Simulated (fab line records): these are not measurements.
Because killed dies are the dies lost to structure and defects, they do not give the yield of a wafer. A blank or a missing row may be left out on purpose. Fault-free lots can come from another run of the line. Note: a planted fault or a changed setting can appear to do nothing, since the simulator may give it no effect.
Comparing a struck lot with a sound one || flow berkeleyCmos170 || 15 steps out of a route of 331
Sound: these wafers, L781.3, L781.4, L781.6. The struck wafers were L787.1, L787.4, L787.5. The cause is given at the end.
Per side, at each step with rows, come the tool, then ch with its chambers, and then its first start. Under that, the readings that differ: sound wafers || struck wafers || difference of the means || sigmas: that difference in standard deviations of wafers without a fault.
alike: readings with means less than 2 such deviations apart, plus words and numbers identical on both sides. not compared: withheld readings, readings lacking a value on some wafer, bounds such as >300 that could conceal the same value, and numbers that have no deviation in the record and whose values overlap.
Wherever a step has rows on one side only, a row that says differs or no value, or a row with sigmas, the two part there. Numbers that have no deviation but don't overlap get no sigmas and don't part them. A reading that every wafer of one side lacks parts them only if that side has two wafers or more.

UCB170_GATE_CD_MEAS_90 targets a cd of 350 nm.
  sound: cdSem-01 at day 8 15:29; struck: cdSem-01 at day 9 16:30
  alike: cdNm
then, 7 steps without rows for these wafers: UCB170_GATE_CLEAN_17 (cleans in SPM, time 600 s); UCB170_PLDD_HMDS_00 (prime time 60 s); UCB170_PLDD_COAT_01 (resist thk 900 nm); UCB170_PLDD_SOFTBAKE_02 (time 60 s); UCB170_PLDD_EXPOSE_03 (exposes mask PSELECT, target cd 1200 nm); UCB170_PLDD_PEB_04; UCB170_PLDD_DEVELOP_05 (develop time 45 s).
UCB170_PLDD_CD_MEAS_06 targets a cd of 1200 nm.
  sound: cdSem-01 at day 8 16:49; struck: cdSem-01 at day 9 18:37
  alike: cdNm
UCB170_PLDD_OVL_MEAS_07:
  sound: overlay-02 at day 8 16:54; struck: overlay-02 at day 9 18:44
  alike: PLDD_OVL
then, 2 steps without rows for these wafers: UCB170_PLDD_IMPLANT_08; UCB170_PLDD_IMPLANT_09.
UCB170_PLDD_STRIP_10: strips in O2.
  sound on plasmaAsher-03 ch 0,1, day 8 17:16; struck on plasmaAsher-03 ch 0,1, day 9 19:05
{"reading": "oesProductAu (a.u.)", "sound": "0.725 0.735 0.737", "struck": "0.672 0.674 0.681", "difference": -0.057, "sigmas": -12}
{"reading": "overashFraction", "sound": "0.5 0.5 0.5", "struck": "0.7 0.7 0.7", "difference": "+0.2", "sigmas": ""}
  alike: drypumpMotorCurrentA, stripTimeToEndpointS
  not compared: rfHoursCounterH
UCB170_PLDD_TW_MEAS_11:
  sound: filmMetro-04 at day 8 17:20; struck: filmMetro-01 at day 9 19:11
  alike: PLDD_TW
UCB170_M3_PROBE_99:
  the record has rows for the sound wafers here (prober-01, day 10 05:01) and none for the struck ones

## WHERE THEY PART
First at UCB170_PLDD_STRIP_10; last, within this record, at UCB170_M3_PROBE_99.

WHY: the cause the simulator had injected
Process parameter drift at UCB170_PLDD_STRIP_10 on plasmaAsher-03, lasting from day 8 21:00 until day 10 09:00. From 0.5, the setting overashFraction moved by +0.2. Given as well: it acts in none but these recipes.
